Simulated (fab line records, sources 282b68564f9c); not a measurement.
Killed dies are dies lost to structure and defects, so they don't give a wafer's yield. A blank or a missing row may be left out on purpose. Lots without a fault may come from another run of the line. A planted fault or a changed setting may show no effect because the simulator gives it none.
fab line records | flow rit_cmos
record lots=6 wafers=18 last_day=7
route steps=202 shown CONTACT@178 M1@184
lots that met no fault: from a run of the same line without faults
start_h: hours from the record's first day to the start of the lot's first wafer shown | wait_h: hours since the lot's step before | " the same as in the row above | L1.1+2: a row that stands for several wafers | - no value, or no start given | * or withheld: withheld | < > ~ a bound
route shown NAME@n: a module of which the file shows steps, and the number in the route of the first | usual: mean/standard deviation of fault-free wafers | same: alike in all rows | chamber/n: place in a boat | sites: the reading at each site | _std_site: their standard deviation | _edge_site: outer sites' mean less inner sites' | radius_mm: how far each site lies from the wafer's centre | mask NAME#n: copy n | behind: the tool/chamber that last shaped the wafer | hold: why the lot was held/for how many hours/how that ended | device: the transistor (n, p or np) that didn't switch | end of line: the same wafers' tests at the end of the route | a step without rows: its recipe alone | killed: dies lost to structure and defects at the first sort, not the wafer's yield | map: a wafer's dies, x killed, . not, _ none there
set.NAME: the setting as run; set.NAME@STEP: as run at that earlier step | model.NAME: the simulator's own value behind a step, which no gauge read
lots at some steps of the route; a table a step, a row a wafer
services: from which hour (start_h, from the record's first day; less than 0 if before it) a tool's chamber was out of use, for how many hours, and why
## steps
# step RIT_CONTACT_HARDBAKE_10
# recipe resist=NOVOLAK temp_c=140 time_s=60
# step RIT_CONTACT_ETCH_11
# recipe target_depth_a=4800 over_etch_frac=0.2 stop_on=TiSi2 chemistry=CHF3/CF4/Ar target=SiO2 CHF3_flow_sccm=50 cf4_flow_sccm=10 Ar_flow_sccm=100 O2_flow_sccm=5 pressure_mtorr=100 rf_w=200 time_s=320
# usual cf4_flow_sccm=10.000/0.028 drypump_motor_current_A=5.9/0.39 oes_product_au=0.990/0.0096 throttle_valve_pct=8.89/0.14
# columns lot.wafer tool chamber start_h wait_h cf4_flow_sccm drypump_motor_current_A oes_product_au rf_hours_counter_h throttle_valve_pct
L200.1 rie_diel-02 0 56.74 0.1 10.025 5.8 0.996 135 8.83
L200.2 " 2 " " 10.033 6.0 0.986 0 9.12
L200.4 " 3 " " 9.983 6.6 1.007 10 8.77
L211.1 rie_diel-02 3 117.77 0.1 10.039 6.5 1.018 11 8.76
L211.2 " 1 " " 10.012 5.8 0.984 147 8.89
L211.4 " 2 " " 9.989 6.0 0.990 1 9.12
L215.1 rie_diel-03 1 130.55 0.1 9.985 6.0 0.981 130 9.04
L215.4 " 2 " " 9.963 5.1 0.991 5 8.86
L215.6 " 1 " " 9.935 6.0 0.983 - 9.05
L216.1 rie_diel-03 1 137.38 0.1 10.016 6.0 0.991 130 9.04
L216.4 " 0 " " 10.029 6.2 0.970 9 9.01
L216.5 " 3 " " 9.962 6.0 0.999 - 8.57
L218.1 rie_diel-03 1 146.98 0.1 9.990 6.0 0.986 130 9.04
L218.2 " 3 " " 10.001 6.0 1.002 54 8.58
L218.3 " 2 " " 10.023 5.1 0.999 6 8.87
L221.4 rie_diel-04 3 165.97 0.1 10.005 6.0 0.971 0 8.82
L221.5 " 1 " " 10.023 5.9 0.995 - 8.94
L221.6 " 2 " " 10.004 5.2 0.989 - 9.05
# step RIT_CONTACT_STRIP_12
# recipe chemistry=O2 time_s=180 resist=NOVOLAK platen_temp_c=withheld power_w=500 pressure_mtorr=4000 o2_flow_sccm=4000
# usual drypump_motor_current_A=5.71/0.19 rf_refl_power_W=7.0/1.7
# columns lot.wafer tool chamber start_h wait_h drypump_motor_current_A rf_hours_counter_h rf_refl_power_W
L200.1 plasma_asher-01 0 56.93 0.1 5.55 41 5.8
L200.2 " 1 " " 6.06 41 5.5
L200.4 " 0 " " 5.56 - 5.9
L211.1 plasma_asher-03 1 117.97 0.1 5.63 0 8.9
L211.2 " 0 " " 5.55 0 7.8
L211.4 " 0 " " 5.56 - 7.6
L215.1 plasma_asher-03 1 130.75 0.1 5.66 2 8.9
L215.4 " 0 " " 5.54 - 7.7
L215.6 " 1 " " 5.66 - 8.9
L216.1 plasma_asher-03 1 137.58 0.1 5.67 2 8.6
L216.4 " 1 " " 5.67 - 9.1
L216.5 " 1 " " 5.66 - 8.9
L218.1 plasma_asher-03 0 147.17 0.1 5.55 3 8.1
L218.2 " 1 " " 5.65 3 8.7
L218.3 " 1 " " 5.65 - 8.7
L221.4 plasma_asher-03 1 166.23 0.2 5.67 - 8.6
L221.5 " 1 " " 5.63 - 8.7
L221.6 " 0 " " 5.54 - 7.8
# step RIT_CONTACT_CD_MEAS_90
# recipe target_cd_nm=1000
# usual cd_nm=999.8/1.9
# columns lot.wafer tool chamber start_h wait_h cd_nm
L200.1 cd_sem-01 - 57.11 0.1 998.6
L200.2 " - " " 998.4
L200.4 " - " " 998.6
L211.1 cd_sem-02 - 118.14 0.1 999.0
L211.2 " - " " 999.3
L211.4 " - " " 1000.2
L215.1 cd_sem-01 - 130.92 0.1 1002.2
L215.4 " - " " 1001.1
L215.6 " - " " 1000.7
L216.1 cd_sem-02 - 137.75 0.1 1001.0
L216.4 " - " " 999.0
L216.5 " - " " 1000.9
L218.1 cd_sem-02 - 147.35 0.1 999.8
L218.2 " - " " 997.3
L218.3 " - " " 999.9
L221.4 cd_sem-02 - 166.40 0.1 1000.8
L221.5 " - " " 998.4
L221.6 " - " " 999.6
# step RIT_CONTACT_CLEAN_13
# recipe chemistry=SC1 mix=3:3:50 time_s=600 temp_c=75
# step RIT_CONTACT_CLEAN_14
# recipe chemistry=SC2 mix=3:3:50 time_s=600 temp_c=75 dry=n2_spin
# step RIT_M1_SPUTTER_00
# recipe material=Al target_thk_nm=400 power_w=2000 chamber_pressure_pa=0.4 gas=Ar time_s=500 substrate_temp_c=25
# usual throttle_valve_pct=29.7/1.1
# columns lot.wafer tool chamber start_h wait_h throttle_valve_pct
L200.1 pvd_sputter-01 - 57.59 0.0 29.0
L200.2 " - " " 31.1
L200.4 " - " " 28.6
L211.1 pvd_sputter-03 - 118.61 0.0 28.2
L211.2 " - " " 30.7
L211.4 " - " " 29.2
L215.1 pvd_sputter-03 - 131.39 0.0 29.4
L215.4 " - " " 29.1
L215.6 " - " " 28.1
L216.1 pvd_sputter-01 - 138.22 0.0 28.7
L216.4 " - " " 31.7
L216.5 " - " " 30.7
L218.1 pvd_sputter-01 - 147.83 0.0 29.2
L218.2 " - " " 28.7
L218.3 " - " " 30.9
L221.4 pvd_sputter-03 - 166.81 0.0 29.0
L221.5 " - " " 30.7
L221.6 " - " " 29.1
# step RIT_M1_RS_MEAS_01
# recipe thk_meas_gauge=four-point-probe reads=Al_of_M1_SPUTTER_00
# usual M1_AL_RS=0.0735/0.00076
# columns lot.wafer tool chamber start_h wait_h M1_AL_RS[ohm/sq]
L200.1 film_metro-03 - 57.89 0.1 0.0732
L200.2 " - " " 0.0732
L200.4 " - " " 0.0726
L211.1 film_metro-03 - 118.91 0.1 0.0732
L211.2 " - " " 0.0726
L211.4 " - " " 0.0721
L215.1 film_metro-03 - 131.69 0.1 0.0731
L215.4 " - " " 0.0729
L215.6 " - " " 0.0737
L216.1 film_metro-02 - 138.52 0.1 0.0736
L216.4 " - " " 0.0736
L216.5 " - " " 0.0729
L218.1 film_metro-03 - 148.13 0.1 0.0734
L218.2 " - " " 0.0740
L218.3 " - " " 0.0732
L221.4 film_metro-02 - 167.17 0.2 0.0720
L221.5 " - " " 0.0739
L221.6 " - " " 0.0728
# step RIT_M1_THK_MEAS_02
# recipe thk_meas_gauge=xrf reads=Al_of_M1_SPUTTER_00
# usual M1_AL_THK=408/5.2
# columns lot.wafer tool chamber start_h wait_h M1_AL_THK[nm]
L200.1 film_metro-03 - 58.01 0.1 412
L200.2 " - " " 412
L200.4 " - " " 415
L211.1 film_metro-03 - 119.03 0.1 411
L211.2 " - " " 414
L211.4 " - " " 416
L215.1 film_metro-03 - 131.81 0.1 414
L215.4 " - " " 413
L215.6 " - " " 411
L216.1 film_metro-02 - 138.64 0.1 403
L216.4 " - " " 404
L216.5 " - " " 407
L218.1 film_metro-03 - 148.25 0.1 409
L218.2 " - " " 408
L218.3 " - " " 412
L221.4 film_metro-02 - 167.26 0.1 409
L221.5 " - " " 403
L221.6 " - " " 405
# step RIT_M1_HMDS_03
# recipe prime_time_s=60 prime_temp_c=140
# step RIT_M1_COAT_04
# recipe resist=NOVOLAK spin_rpm=2000 resist_thk_nm=1300
# step RIT_M1_SOFTBAKE_05
# recipe resist=NOVOLAK temp_c=90 time_s=60
# step RIT_M1_EXPOSE_06
# recipe mask_id=M12 na=0.6 source_shape=conventional sigma_outer=0.5 target_cd_nm=2600 dose_mj=250
# usual exposure_dose_mJ_cm2=252.09/0.23 focus_offset_nm=0.0/0.53 reticle_temp_C=22.98/0.12
# columns lot.wafer tool chamber start_h wait_h mask exposure_dose_mJ_cm2 focus_offset_nm reticle_temp_C
L200.1 iline_stepper-02 0 58.52 0.1 M12#0 251.98 -0.3 22.91
L200.2 " 0 " " M12#0 252.27 0.4 23.09
L200.4 " 0 " " M12#0 251.97 -0.6 22.87
L211.1 iline_stepper-02 0 119.66 0.2 M12#0 252.36 -0.4 22.89
L211.2 " 0 " " M12#0 252.24 0.6 22.87
L211.4 " 0 " " M12#0 252.33 0.1 22.93
L215.1 iline_stepper-02 - 132.48 0.2 M12#0 - - -
L215.4 " - " " M12#0 - - -
L215.6 " - " " M12#0 - - -
L216.1 iline_stepper-02 - 139.15 0.1 M12#0 - - -
L216.4 " - " " M12#0 - - -
L216.5 " - " " M12#0 - - -
L218.1 iline_stepper-02 0 148.88 0.2 M12#0 252.04 -0.8 22.97
L218.2 " 0 " " M12#0 252.43 0.3 22.88
L218.3 " 0 " " M12#0 252.36 -0.3 22.81
L221.4 iline_stepper-01 0 167.92 0.2 M12#0 252.41 -0.3 23.20
L221.5 " 0 " " M12#0 251.69 -0.9 23.28
L221.6 " 0 " " M12#0 251.94 -0.1 23.21
# step RIT_M1_PEB_07
# recipe resist=NOVOLAK temp_c=withheld time_s=withheld
## services
# columns tool chamber start_h hours kind
rie_diel-02 0 33.88 14.1 repair
plasma_asher-03 - 44.25 10.6 repair
iline_stepper-01 0 54.26 - calibration
rie_diel-03 1 65.39 15.9 repair
rie_diel-04 1 68.21 5.2 repair
rie_diel-03 1 90.83 2.7 repair
iline_stepper-01 - 107.67 2.1 pm
rie_diel-02 - 107.92 1.0 repair
plasma_asher-03 - 108.75 9.0 pm
plasma_asher-03 0 108.75 9.0 vent_cycle
plasma_asher-03 1 108.75 9.0 vent_cycle
iline_stepper-01 - 109.76 - consumable_replace:lamp
iline_stepper-01 - 117.13 4.4 pm
plasma_asher-03 0 117.75 - clean
plasma_asher-03 1 117.75 - clean
rie_diel-04 3 126.21 - clean
rie_diel-04 3 126.21 27.3 scheduled_down
rie_diel-04 3 126.21 27.3 vent_cycle
rie_diel-03 - 130.78 2.8 pm
iline_stepper-02 0 134.74 - calibration
rie_diel-02 3 153.81 5.6 repair
plasma_asher-01 - 160.25 2.8 pm
rie_diel-02 1 164.93 - clean
## key
first_sign step=RIT_M1_EXPOSE_06 reading=tool_record direction=missing
effect none on later readings
met_at RIT_M1_EXPOSE_06
struck_wafers L215.1,L215.4,L215.6,L216.1,L216.4,L216.5
later_rows_left_out L215.1,L215.4,L215.6,L216.1,L216.4,L216.5
sort_left_out L215.1,L215.4,L215.6,L216.1,L216.4,L216.5
onset_between 119.66 132.48
fault kind=skipped_step_whole tool=iline_stepper-02 chamber=- onset_h=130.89 steps=RIT_M1_EXPOSE_06 scope=struck_lots_only
# sort_left_out: the simulated sort isn't trusted on such a fault, so these wafers' sort isn't shown, and their yield isn't known
# later_rows_left_out: the simulator's readings of these wafers behind a module that went badly wrong aren't trusted and aren't shown, but for the sort
